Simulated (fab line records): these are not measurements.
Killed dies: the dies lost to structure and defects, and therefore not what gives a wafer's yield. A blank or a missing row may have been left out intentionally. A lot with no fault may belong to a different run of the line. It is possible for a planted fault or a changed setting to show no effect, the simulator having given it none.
fab line records / flow rit-cmos
record lots=6 wafers=18 last-day=7
route steps=202 shown NRETRO@53 PRETRO@64 M1@202
lots that met no fault: from a run of the same line without faults
start-h: hours from the record's opening day to when the first of the lot's shown wafers began / wait-h: time in hours since the lot's previous step / " same as the row above / L1.1+2: several wafers, shown together as one row / - no value, or no start was given / * or withheld: withheld / < > ~ a bound
route shown NAME@n: names a module that has steps shown in the file, with the first one's number in the route / usual: mean and standard deviation over wafers with no fault / same: alike in all rows / chamber/n: place in a boat / sites: readings site by site / _std_site: their standard deviation / _edge_site: mean of outer sites minus mean of inner sites / radius-mm: for every site, how far away it sits from the centre of the wafer / mask NAME#n: copy n / behind: tool/chamber where the wafer was last shaped / hold: why the lot was held/for how many hours/how that ended / device: transistor that didn't switch, given as n, p or np / end of line: at the end of the route, the tests of the same wafers / for a step that has no rows: nothing shown but its recipe / killed: not the wafer's yield, but the dies lost to structure and defects at the first sort / map: the dies of a wafer, with x for killed, . for not killed, _ for no die there
set.NAME: the setting the step ran with; set.NAME@STEP: the setting that earlier step ran with / model.NAME: the simulator's own value behind a step, which no gauge read
certain route steps with their lots: each step a table, each wafer a row
services: the hour from which a tool's chamber was out of use, counted from the record's first day as start-h (under 0 if before that day), plus the number of hours and why
## steps
# step RIT_NRETRO_HMDS_00
# recipe prime-time-s=60 prime-temp-c=140
# step RIT_NRETRO_COAT_01
# recipe resist=NOVOLAK spin-rpm=2000 resist-thk-nm=1300
# step RIT_NRETRO_SOFTBAKE_02
# recipe resist=NOVOLAK temp-c=90 time-s=60
# step RIT_NRETRO_EXPOSE_03
# recipe mask-id=M4 na=0.57 target-cd-nm=43900 dose-mj=250
# step RIT_NRETRO_PEB_04
# recipe resist=NOVOLAK temp-c=withheld time-s=withheld
# step RIT_NRETRO_DEVELOP_05
# recipe resist=NOVOLAK develop-time-s=68 dev-temp-c=23
# step RIT_NRETRO_OVL_MEAS_06
# usual NRETRO_OVL=-0.6/1.6
lot.wafer=L550.1 tool=overlay-01 chamber=- start-h=29.62 wait-h=- NRETRO_OVL[nm]=1.8
lot.wafer=L550.5 tool=overlay-01 chamber=- start-h=29.62 wait-h=- NRETRO_OVL[nm]=0.0
lot.wafer=L550.6 tool=overlay-01 chamber=- start-h=29.62 wait-h=- NRETRO_OVL[nm]=-0.1
lot.wafer=L557.4 tool=overlay-01 chamber=- start-h=64.01 wait-h=- NRETRO_OVL[nm]=-1.2
lot.wafer=L557.5 tool=overlay-01 chamber=- start-h=64.01 wait-h=- NRETRO_OVL[nm]=0.8
lot.wafer=L557.6 tool=overlay-01 chamber=- start-h=64.01 wait-h=- NRETRO_OVL[nm]=0.1
lot.wafer=L562.2 tool=overlay-01 chamber=- start-h=89.34 wait-h=- NRETRO_OVL[nm]=-1.5
lot.wafer=L562.3 tool=overlay-01 chamber=- start-h=89.34 wait-h=- NRETRO_OVL[nm]=0.3
lot.wafer=L562.5 tool=overlay-01 chamber=- start-h=89.34 wait-h=- NRETRO_OVL[nm]=-1.2
lot.wafer=L566.1 tool=overlay-01 chamber=- start-h=109.76 wait-h=- NRETRO_OVL[nm]=-2.5
lot.wafer=L566.2 tool=overlay-01 chamber=- start-h=109.76 wait-h=- NRETRO_OVL[nm]=-2.6
lot.wafer=L566.5 tool=overlay-01 chamber=- start-h=109.76 wait-h=- NRETRO_OVL[nm]=-4.5
lot.wafer=L570.1 tool=overlay-02 chamber=- start-h=131.05 wait-h=- NRETRO_OVL[nm]=-1.6
lot.wafer=L570.2 tool=overlay-02 chamber=- start-h=131.05 wait-h=- NRETRO_OVL[nm]=-1.8
lot.wafer=L570.5 tool=overlay-02 chamber=- start-h=131.05 wait-h=- NRETRO_OVL[nm]=0.1
lot.wafer=L572.3 tool=overlay-01 chamber=- start-h=140.41 wait-h=- NRETRO_OVL[nm]=-1.3
lot.wafer=L572.4 tool=overlay-01 chamber=- start-h=140.41 wait-h=- NRETRO_OVL[nm]=0.6
lot.wafer=L572.5 tool=overlay-01 chamber=- start-h=140.41 wait-h=- NRETRO_OVL[nm]=-0.2
# step RIT_NRETRO_HARDBAKE_07
# recipe resist=NOVOLAK temp-c=140 time-s=120
# step RIT_NRETRO_IMPLANT_08
# recipe species=P energy-kev=70 dose-cm2=9.845e+12 tilt-deg=7
# step RIT_NRETRO_STRIP_09
# recipe chemistry=O2 time-s=180 resist=NOVOLAK platen-temp-c=withheld power-w=500 pressure-mtorr=4000 o2-flow-sccm=4000
# usual drypump-motor-current-A=5.93/0.24
lot.wafer=L550.1 tool=plasma-asher-03 chamber=0 start-h=30.06 wait-h=0.1 drypump-motor-current-A=5.60 rf-hours-counter-h=38
lot.wafer=L550.5 tool=plasma-asher-03 chamber=0 start-h=30.06 wait-h=0.1 drypump-motor-current-A=5.61 rf-hours-counter-h=-
lot.wafer=L550.6 tool=plasma-asher-03 chamber=1 start-h=30.06 wait-h=0.1 drypump-motor-current-A=6.07 rf-hours-counter-h=-
lot.wafer=L557.4 tool=plasma-asher-02 chamber=1 start-h=64.49 wait-h=0.1 drypump-motor-current-A=5.84 rf-hours-counter-h=-
lot.wafer=L557.5 tool=plasma-asher-02 chamber=1 start-h=64.49 wait-h=0.1 drypump-motor-current-A=5.83 rf-hours-counter-h=-
lot.wafer=L557.6 tool=plasma-asher-02 chamber=0 start-h=64.49 wait-h=0.1 drypump-motor-current-A=5.88 rf-hours-counter-h=-
lot.wafer=L562.2 tool=plasma-asher-04 chamber=1 start-h=89.77 wait-h=0.1 drypump-motor-current-A=5.85 rf-hours-counter-h=31
lot.wafer=L562.3 tool=plasma-asher-04 chamber=0 start-h=89.77 wait-h=0.1 drypump-motor-current-A=6.40 rf-hours-counter-h=-
lot.wafer=L562.5 tool=plasma-asher-04 chamber=0 start-h=89.77 wait-h=0.1 drypump-motor-current-A=6.44 rf-hours-counter-h=-
lot.wafer=L566.1 tool=plasma-asher-02 chamber=0 start-h=110.20 wait-h=0.1 drypump-motor-current-A=5.85 rf-hours-counter-h=47
lot.wafer=L566.2 tool=plasma-asher-02 chamber=1 start-h=110.20 wait-h=0.1 drypump-motor-current-A=5.83 rf-hours-counter-h=47
lot.wafer=L566.5 tool=plasma-asher-02 chamber=1 start-h=110.20 wait-h=0.1 drypump-motor-current-A=5.84 rf-hours-counter-h=-
lot.wafer=L570.1 tool=plasma-asher-03 chamber=0 start-h=131.49 wait-h=0.1 drypump-motor-current-A=5.60 rf-hours-counter-h=48
lot.wafer=L570.2 tool=plasma-asher-03 chamber=1 start-h=131.49 wait-h=0.1 drypump-motor-current-A=6.10 rf-hours-counter-h=48
lot.wafer=L570.5 tool=plasma-asher-03 chamber=0 start-h=131.49 wait-h=0.1 drypump-motor-current-A=5.61 rf-hours-counter-h=-
lot.wafer=L572.3 tool=plasma-asher-02 chamber=0 start-h=140.89 wait-h=0.1 drypump-motor-current-A=5.85 rf-hours-counter-h=-
lot.wafer=L572.4 tool=plasma-asher-02 chamber=1 start-h=140.89 wait-h=0.1 drypump-motor-current-A=5.82 rf-hours-counter-h=-
lot.wafer=L572.5 tool=plasma-asher-02 chamber=1 start-h=140.89 wait-h=0.1 drypump-motor-current-A=5.83 rf-hours-counter-h=-
# step RIT_NRETRO_TW_MEAS_10
# usual NRETRO_TW=1041/5.3
lot.wafer=L550.1 tool=film-metro-02 chamber=- start-h=30.23 wait-h=0.1 NRETRO_TW=1047
lot.wafer=L550.5 tool=film-metro-02 chamber=- start-h=30.23 wait-h=0.1 NRETRO_TW=1049
lot.wafer=L550.6 tool=film-metro-02 chamber=- start-h=30.23 wait-h=0.1 NRETRO_TW=1046
lot.wafer=L557.4 tool=film-metro-03 chamber=- start-h=64.63 wait-h=0.1 NRETRO_TW=1032
lot.wafer=L557.5 tool=film-metro-03 chamber=- start-h=64.63 wait-h=0.1 NRETRO_TW=1034
lot.wafer=L557.6 tool=film-metro-03 chamber=- start-h=64.63 wait-h=0.1 NRETRO_TW=1035
lot.wafer=L562.2 tool=film-metro-03 chamber=- start-h=89.95 wait-h=0.1 NRETRO_TW=1036
lot.wafer=L562.3 tool=film-metro-03 chamber=- start-h=89.95 wait-h=0.1 NRETRO_TW=1037
lot.wafer=L562.5 tool=film-metro-03 chamber=- start-h=89.95 wait-h=0.1 NRETRO_TW=1039
lot.wafer=L566.1 tool=film-metro-03 chamber=- start-h=110.37 wait-h=0.1 NRETRO_TW=1035
lot.wafer=L566.2 tool=film-metro-03 chamber=- start-h=110.37 wait-h=0.1 NRETRO_TW=1032
lot.wafer=L566.5 tool=film-metro-03 chamber=- start-h=110.37 wait-h=0.1 NRETRO_TW=1033
lot.wafer=L570.1 tool=film-metro-01 chamber=- start-h=131.66 wait-h=0.1 NRETRO_TW=1046
lot.wafer=L570.2 tool=film-metro-01 chamber=- start-h=131.66 wait-h=0.1 NRETRO_TW=1048
lot.wafer=L570.5 tool=film-metro-01 chamber=- start-h=131.66 wait-h=0.1 NRETRO_TW=1037
lot.wafer=L572.3 tool=film-metro-03 chamber=- start-h=141.02 wait-h=0.1 NRETRO_TW=1038
lot.wafer=L572.4 tool=film-metro-03 chamber=- start-h=141.02 wait-h=0.1 NRETRO_TW=1035
lot.wafer=L572.5 tool=film-metro-03 chamber=- start-h=141.02 wait-h=0.1 NRETRO_TW=1037
# step RIT_PRETRO_HMDS_00
# recipe prime-time-s=60 prime-temp-c=140
# step RIT_PRETRO_COAT_01
# recipe resist=NOVOLAK spin-rpm=2000 resist-thk-nm=1300
# usual exhaust-pa=45.0/0.91
lot.wafer=L550.1 tool=litho-track-03 chamber=0 start-h=30.44 wait-h=0.1 exhaust-pa=44.2 model.NOVOLAK_of_PRETRO_COAT_01.thk-nm=1305
lot.wafer=L550.5 tool=litho-track-03 chamber=0 start-h=30.44 wait-h=0.1 exhaust-pa=44.4 model.NOVOLAK_of_PRETRO_COAT_01.thk-nm=1303
lot.wafer=L550.6 tool=litho-track-03 chamber=0 start-h=30.44 wait-h=0.1 exhaust-pa=43.3 model.NOVOLAK_of_PRETRO_COAT_01.thk-nm=1302
lot.wafer=L557.4 tool=litho-track-02 chamber=0 start-h=64.89 wait-h=0.1 exhaust-pa=44.9 model.NOVOLAK_of_PRETRO_COAT_01.thk-nm=1306
lot.wafer=L557.5 tool=litho-track-02 chamber=0 start-h=64.89 wait-h=0.1 exhaust-pa=46.6 model.NOVOLAK_of_PRETRO_COAT_01.thk-nm=1310
lot.wafer=L557.6 tool=litho-track-02 chamber=0 start-h=64.89 wait-h=0.1 exhaust-pa=45.1 model.NOVOLAK_of_PRETRO_COAT_01.thk-nm=1301
lot.wafer=L562.2 tool=litho-track-02 chamber=0 start-h=90.18 wait-h=0.1 exhaust-pa=46.1 model.NOVOLAK_of_PRETRO_COAT_01.thk-nm=1317
lot.wafer=L562.3 tool=litho-track-02 chamber=0 start-h=90.18 wait-h=0.1 exhaust-pa=46.7 model.NOVOLAK_of_PRETRO_COAT_01.thk-nm=1319
lot.wafer=L562.5 tool=litho-track-02 chamber=0 start-h=90.18 wait-h=0.1 exhaust-pa=47.5 model.NOVOLAK_of_PRETRO_COAT_01.thk-nm=1322
lot.wafer=L566.1 tool=litho-track-02 chamber=0 start-h=110.58 wait-h=0.1 exhaust-pa=44.8 model.NOVOLAK_of_PRETRO_COAT_01.thk-nm=1322
lot.wafer=L566.2 tool=litho-track-02 chamber=0 start-h=110.58 wait-h=0.1 exhaust-pa=46.1 model.NOVOLAK_of_PRETRO_COAT_01.thk-nm=1321
lot.wafer=L566.5 tool=litho-track-02 chamber=0 start-h=110.58 wait-h=0.1 exhaust-pa=45.5 model.NOVOLAK_of_PRETRO_COAT_01.thk-nm=1323
lot.wafer=L570.1 tool=litho-track-03 chamber=0 start-h=131.87 wait-h=0.1 exhaust-pa=44.6 model.NOVOLAK_of_PRETRO_COAT_01.thk-nm=1301
lot.wafer=L570.2 tool=litho-track-03 chamber=0 start-h=131.87 wait-h=0.1 exhaust-pa=44.3 model.NOVOLAK_of_PRETRO_COAT_01.thk-nm=1301
lot.wafer=L570.5 tool=litho-track-03 chamber=0 start-h=131.87 wait-h=0.1 exhaust-pa=44.9 model.NOVOLAK_of_PRETRO_COAT_01.thk-nm=1298
lot.wafer=L572.3 tool=litho-track-03 chamber=0 start-h=141.27 wait-h=0.1 exhaust-pa=43.5 model.NOVOLAK_of_PRETRO_COAT_01.thk-nm=1302
lot.wafer=L572.4 tool=litho-track-03 chamber=0 start-h=141.27 wait-h=0.1 exhaust-pa=43.9 model.NOVOLAK_of_PRETRO_COAT_01.thk-nm=1304
lot.wafer=L572.5 tool=litho-track-03 chamber=0 start-h=141.27 wait-h=0.1 exhaust-pa=44.6 model.NOVOLAK_of_PRETRO_COAT_01.thk-nm=1303
# step RIT_PRETRO_SOFTBAKE_02
# recipe resist=NOVOLAK temp-c=90 time-s=60
# step RIT_PRETRO_EXPOSE_03
# recipe mask-id=M5 na=0.57 target-cd-nm=43700 dose-mj=250
# step RIT_PRETRO_PEB_04
# recipe resist=NOVOLAK temp-c=withheld time-s=withheld
# step RIT_PRETRO_DEVELOP_05
# recipe resist=NOVOLAK develop-time-s=65.46 dev-temp-c=23
# step RIT_PRETRO_OVL_MEAS_06
# usual PRETRO_OVL=-1.8/1.4
lot.wafer=L550.1 tool=overlay-01 chamber=- start-h=31.17 wait-h=- PRETRO_OVL[nm]=-0.2
lot.wafer=L550.5 tool=overlay-01 chamber=- start-h=31.17 wait-h=- PRETRO_OVL[nm]=0.5
lot.wafer=L550.6 tool=overlay-01 chamber=- start-h=31.17 wait-h=- PRETRO_OVL[nm]=-1.8
lot.wafer=L557.4 tool=overlay-02 chamber=- start-h=65.90 wait-h=- PRETRO_OVL[nm]=-4.6
lot.wafer=L557.5 tool=overlay-02 chamber=- start-h=65.90 wait-h=- PRETRO_OVL[nm]=-1.9
lot.wafer=L557.6 tool=overlay-02 chamber=- start-h=65.90 wait-h=- PRETRO_OVL[nm]=-3.5
lot.wafer=L562.2 tool=overlay-01 chamber=- start-h=91.01 wait-h=- PRETRO_OVL[nm]=-1.7
lot.wafer=L562.3 tool=overlay-01 chamber=- start-h=91.01 wait-h=- PRETRO_OVL[nm]=-1.6
lot.wafer=L562.5 tool=overlay-01 chamber=- start-h=91.01 wait-h=- PRETRO_OVL[nm]=0.0
lot.wafer=L566.1 tool=overlay-01 chamber=- start-h=111.44 wait-h=- PRETRO_OVL[nm]=-1.9
lot.wafer=L566.2 tool=overlay-01 chamber=- start-h=111.44 wait-h=- PRETRO_OVL[nm]=-2.5
lot.wafer=L566.5 tool=overlay-01 chamber=- start-h=111.44 wait-h=- PRETRO_OVL[nm]=-1.6
lot.wafer=L570.1 tool=overlay-01 chamber=- start-h=132.73 wait-h=- PRETRO_OVL[nm]=-1.9
lot.wafer=L570.2 tool=overlay-01 chamber=- start-h=132.73 wait-h=- PRETRO_OVL[nm]=-1.1
lot.wafer=L570.5 tool=overlay-01 chamber=- start-h=132.73 wait-h=- PRETRO_OVL[nm]=-2.6
lot.wafer=L572.3 tool=overlay-02 chamber=- start-h=142.00 wait-h=- PRETRO_OVL[nm]=-1.7
lot.wafer=L572.4 tool=overlay-02 chamber=- start-h=142.00 wait-h=- PRETRO_OVL[nm]=-2.8
lot.wafer=L572.5 tool=overlay-02 chamber=- start-h=142.00 wait-h=- PRETRO_OVL[nm]=-3.6
# step RIT_PRETRO_HARDBAKE_07
# recipe resist=NOVOLAK temp-c=140 time-s=120
# usual exhaust-pa=45.1/0.84
lot.wafer=L550.1 tool=litho-track-02 chamber=0 start-h=31.21 wait-h=0.0 exhaust-pa=45.6 model.NOVOLAK_of_PRETRO_COAT_01.thk-nm=1141
lot.wafer=L550.5 tool=litho-track-02 chamber=0 start-h=31.21 wait-h=0.0 exhaust-pa=45.1 model.NOVOLAK_of_PRETRO_COAT_01.thk-nm=1140
lot.wafer=L550.6 tool=litho-track-02 chamber=0 start-h=31.21 wait-h=0.0 exhaust-pa=46.0 model.NOVOLAK_of_PRETRO_COAT_01.thk-nm=1139
lot.wafer=L557.4 tool=litho-track-01 chamber=0 start-h=66.04 wait-h=0.1 exhaust-pa=45.4 model.NOVOLAK_of_PRETRO_COAT_01.thk-nm=1142
lot.wafer=L557.5 tool=litho-track-01 chamber=0 start-h=66.04 wait-h=0.1 exhaust-pa=45.5 model.NOVOLAK_of_PRETRO_COAT_01.thk-nm=1145
lot.wafer=L557.6 tool=litho-track-01 chamber=0 start-h=66.04 wait-h=0.1 exhaust-pa=44.7 model.NOVOLAK_of_PRETRO_COAT_01.thk-nm=1138
lot.wafer=L562.2 tool=litho-track-03 chamber=0 start-h=91.09 wait-h=0.1 exhaust-pa=44.3 model.NOVOLAK_of_PRETRO_COAT_01.thk-nm=1152
lot.wafer=L562.3 tool=litho-track-03 chamber=0 start-h=91.09 wait-h=0.1 exhaust-pa=43.3 model.NOVOLAK_of_PRETRO_COAT_01.thk-nm=1154
lot.wafer=L562.5 tool=litho-track-03 chamber=0 start-h=91.09 wait-h=0.1 exhaust-pa=42.6 model.NOVOLAK_of_PRETRO_COAT_01.thk-nm=1156
lot.wafer=L566.1 tool=litho-track-03 chamber=0 start-h=111.47 wait-h=0.0 exhaust-pa=46.2 model.NOVOLAK_of_PRETRO_COAT_01.thk-nm=1155
lot.wafer=L566.2 tool=litho-track-03 chamber=0 start-h=111.47 wait-h=0.0 exhaust-pa=46.5 model.NOVOLAK_of_PRETRO_COAT_01.thk-nm=1155
lot.wafer=L566.5 tool=litho-track-03 chamber=0 start-h=111.47 wait-h=0.0 exhaust-pa=45.7 model.NOVOLAK_of_PRETRO_COAT_01.thk-nm=1156
lot.wafer=L570.1 tool=litho-track-01 chamber=0 start-h=132.76 wait-h=0.0 exhaust-pa=45.1 model.NOVOLAK_of_PRETRO_COAT_01.thk-nm=1138
lot.wafer=L570.2 tool=litho-track-01 chamber=0 start-h=132.76 wait-h=0.0 exhaust-pa=45.9 model.NOVOLAK_of_PRETRO_COAT_01.thk-nm=1138
lot.wafer=L570.5 tool=litho-track-01 chamber=0 start-h=132.76 wait-h=0.0 exhaust-pa=46.3 model.NOVOLAK_of_PRETRO_COAT_01.thk-nm=1136
lot.wafer=L572.3 tool=litho-track-01 chamber=0 start-h=142.10 wait-h=0.1 exhaust-pa=45.7 model.NOVOLAK_of_PRETRO_COAT_01.thk-nm=1138
lot.wafer=L572.4 tool=litho-track-01 chamber=0 start-h=142.10 wait-h=0.1 exhaust-pa=45.1 model.NOVOLAK_of_PRETRO_COAT_01.thk-nm=1140
lot.wafer=L572.5 tool=litho-track-01 chamber=0 start-h=142.10 wait-h=0.1 exhaust-pa=46.2 model.NOVOLAK_of_PRETRO_COAT_01.thk-nm=1139
# step RIT_PRETRO_IMPLANT_08
# recipe species=B energy-kev=45 dose-cm2=1.2e+13 tilt-deg=7
# step RIT_M1_PROBE_99
# usual killed-at-contacts=0.1/0.31 killed-at-front-end=7/3.3 killed-dies=7/3.3 killed-on-rim=1.9/1.5 killed-open=3.4/2.2 killed-short=3.5/2
# same gross-dies=264 killed_at_M0_to_M3=0 killed_at_M4_up=0 killed-at-back-side=0 killed-at-other=0
lot.wafer=L562.2 tool=prober-01 chamber=- start-h=118.72 wait-h=0.1 killed-at-contacts=0 killed-at-front-end=12 killed-dies=12 killed-on-rim=4 killed-open=7 killed-short=4
lot.wafer=L562.3 tool=prober-01 chamber=- start-h=118.77 wait-h=0.2 killed-at-contacts=0 killed-at-front-end=6 killed-dies=6 killed-on-rim=1 killed-open=5 killed-short=1
lot.wafer=L562.5 tool=prober-01 chamber=- start-h=118.87 wait-h=0.2 killed-at-contacts=0 killed-at-front-end=5 killed-dies=5 killed-on-rim=1 killed-open=2 killed-short=3
lot.wafer=L566.1 tool=prober-01 chamber=- start-h=140.10 wait-h=0.1 killed-at-contacts=0 killed-at-front-end=9 killed-dies=9 killed-on-rim=2 killed-open=4 killed-short=5
lot.wafer=L566.2 tool=prober-01 chamber=- start-h=140.15 wait-h=0.1 killed-at-contacts=0 killed-at-front-end=5 killed-dies=5 killed-on-rim=1 killed-open=3 killed-short=2
lot.wafer=L566.5 tool=prober-01 chamber=- start-h=140.30 wait-h=0.2 killed-at-contacts=0 killed-at-front-end=2 killed-dies=2 killed-on-rim=1 killed-open=0 killed-short=2
# killed by level:class
L562.2 GATE:geometric-particle:open=2 SILICIDE:geometric-particle:open=2 FOX1:geometric-particle:short=1 FOX2:geometric-particle:open=1 FOX2:geometric-particle:short=1 GATE:geometric-particle:short=1 REOX:geometric-particle:open=1 SPACER:geometric-particle:open=1
L562.3 GATE:geometric-particle:open=3 ACTIVE:geometric-particle:open=1 SILICIDE:geometric-particle:short=1 SILICIDE:geometric-particle:open=1
L562.5 FOX1:geometric-particle:open=1 FOX1:geometric-particle:short=1 FOX2:geometric-particle:open=1 GATE:geometric-particle:short=1 SPACER:geometric-particle:short=1
L566.1 GATE:geometric-particle:short=4 FOX2:geometric-particle:open=1 GATE:geometric-particle:open=1 REOX:geometric-particle:short=1 SPACER:geometric-particle:open=1 SILICIDE:geometric-particle:open=1
L566.2 FOX2:geometric-particle:open=2 FOX2:geometric-particle:short=1 GATE:geometric-particle:short=1 REOX:geometric-particle:open=1
L566.5 GATE:geometric-particle:short=2
## services
tool=plasma-asher-02 chamber=- start-h=14.94 hours=0.9 kind=repair
tool=plasma-asher-03 chamber=- start-h=37.01 hours=14.6 kind=pm
tool=plasma-asher-02 chamber=- start-h=51.44 hours=2.8 kind=pm
## key
first-sign none at tools or gauges
model-effect step=RIT_PRETRO_COAT_01 value=NOVOLAK_of_PRETRO_COAT_01.thk-nm without=1301 struck=1321
model-effect step=RIT_PRETRO_HARDBAKE_07 value=NOVOLAK_of_PRETRO_COAT_01.thk-nm without=1137 struck=1155
met-at RIT_PRETRO_COAT_01
struck-wafers L562.2,L562.3,L562.5,L566.1,L566.2,L566.5
tester-left-out L562,L566
onset-between 64.89 90.18
earlier-fault kind=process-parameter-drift tool=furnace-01 chamber=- onset-h=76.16 steps=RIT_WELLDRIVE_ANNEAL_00 channel=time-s offset=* shape=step end-h=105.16 acts-in=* stated=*
fault kind=process-parameter-drift tool=litho-track-02 chamber=- onset-h=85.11 steps=RIT_PRETRO_COAT_01 channel=resist-thk-nm offset=20.105 shape=step end-h=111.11 acts-in=these-recipes-only stated=1300
# tester-left-out: of these lots the tester's yield and bins aren't shown, on N5 and GAA mostly nor the transistor test; their killed dies are dies lost to structure and defects alone, not to doping, threshold or leakage, so they don't give the yield
